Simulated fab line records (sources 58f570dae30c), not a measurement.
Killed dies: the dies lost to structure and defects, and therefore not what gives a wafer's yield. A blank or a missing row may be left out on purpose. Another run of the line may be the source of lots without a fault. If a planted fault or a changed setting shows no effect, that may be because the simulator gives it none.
Comparing a struck lot with a sound one    flow berkeley cmos170    17 steps out of a route of 331
Sound: these wafers, L298.4, L298.5, L298.6. Wafers struck: L304.1, L304.4, L304.6. Last of all comes the cause.
Each step with rows lists, per side, the tool, then ch with its chambers, then its first start. Under that, the readings that differ: sound wafers    struck wafers    difference of the means    sigmas: that difference in standard deviations of wafers without a fault.
alike: same words and numbers on both sides, and readings whose means sit less than 2 such deviations apart. not compared: any withheld reading, any reading some wafer has no value for, any bound like >300 that may hide the same value, and any number with overlapping values for which the record gives no deviation.
Wherever a step has rows on one side only, a row that says differs or no value, or a row with sigmas, the two part there. Numbers that don't overlap but have no deviation are shown without sigmas and don't part them. A reading missing from all wafers of one side parts the sides only when that side holds two or more wafers.

UCB170_NSD_CD_MEAS_06 targets a cd of 1200 nm.
  sound: cd sem-02 at day 9 00:39; struck: cd sem-01 at day 10 14:31
reading     sound                 struck                difference  sigmas
cd nm (nm)  1203.0 1202.5 1202.9  1198.8 1199.6 1199.0  -3.7        -3
UCB170_NSD_OVL_MEAS_07:
  sound: overlay-02 at day 9 00:44; struck: overlay-02 at day 10 14:38
  alike: NSD_OVL
after that, 1 step had no rows for these wafers: UCB170_NSD_IMPLANT_08.
UCB170_NSD_STRIP_09: strips in O2.
  sound on plasma asher-02 ch 0,1, day 9 00:56; struck on plasma asher-03 ch 0,1, day 10 14:49
  alike: drypump motor current A, oes product au, strip time to endpoint s
  not compared: rf hours counter h
UCB170_NSD_TW_MEAS_10:
  sound: film metro-01 at day 9 01:02; struck: film metro-03 at day 10 14:55
  alike: NSD_TW
then, 4 steps without rows for these wafers: UCB170_NSD_CLEAN_11 (cleans in SPM, time 600 s); UCB170_BACKSIDE_HMDS_00 (prime time 60 s); UCB170_BACKSIDE_COAT_01 (resist thk 900 nm); UCB170_BACKSIDE_SOFTBAKE_02 (time 60 s).
UCB170_BACKSIDE_STRIP_03: strips in O2.
  sound on plasma asher-03 ch 0,1, day 9 02:22; struck on plasma asher-01 ch 0,1, day 10 15:41
  alike: drypump motor current A, oes product au, strip time to endpoint s
  not compared: rf hours counter h
then, 1 step without rows for these wafers: UCB170_BACKSIDE_CLEAN_04 (cleans in SPM, time 600 s).
UCB170_SDANNEAL_RTA_00: time 10 s.
  sound on rtp anneal-01 ch 0, day 9 02:38; struck on rtp anneal-02 ch 0, day 10 18:16
reading             sound     struck    difference  sigmas
lamp power pct (%)  29 29 29  22 22 22  -7          -2
  alike: wafer_temp_C_max
UCB170_SDANNEAL_RTA_01: time 5 s.
  sound on rtp anneal-01 ch 0, day 9 02:42; struck on rtp anneal-02 ch 0, day 10 18:20
reading           sound                 struck                difference  sigmas
wafer_temp_C_max  1053.7 1054.9 1054.4  1058.2 1056.8 1059.3  +3.8        +2
  alike: lamp power pct
UCB170_SDANNEAL_RS_MEAS_02: uses a four-point probe to measure.
  sound: film metro-02 at day 9 02:47; struck: film metro-02 at day 10 18:45
reading          sound           struck          difference  sigmas
PSD_RS (ohm/sq)  75.2 75.6 75.5  71.8 71.7 71.8  -3.7        -11
  not compared: hold
UCB170_SDANNEAL_RS_MEAS_03: uses a four-point probe to measure.
  sound: film metro-02 at day 9 02:55; struck: film metro-02 at day 11 02:05
reading          sound              struck             difference  sigmas
NSD_RS (ohm/sq)  37.57 37.66 37.50  36.88 36.79 36.82  -0.75       -9
  not compared: hold
UCB170_SDANNEAL_RS_MEAS_04: uses a four-point probe to measure.
  sound: film metro-02 at day 9 03:02; struck: film metro-02 at day 11 06:06
reading  sound  struck                                                                      difference                    sigmas
hold     - - -  await dispo/3.9h/release await dispo/3.9h/release await dispo/3.9h/release  no value on the sound wafers  
  alike: PLDD_RS
UCB170_M3_PROBE_99:
  record: rows for the struck wafers here (prober-02, day 12 01:59), none for the sound ones

## WHERE THEY PART
Earliest at UCB170_NSD_CD_MEAS_06; latest, in this record, at UCB170_M3_PROBE_99.

WHY: whatever the simulator had introduced
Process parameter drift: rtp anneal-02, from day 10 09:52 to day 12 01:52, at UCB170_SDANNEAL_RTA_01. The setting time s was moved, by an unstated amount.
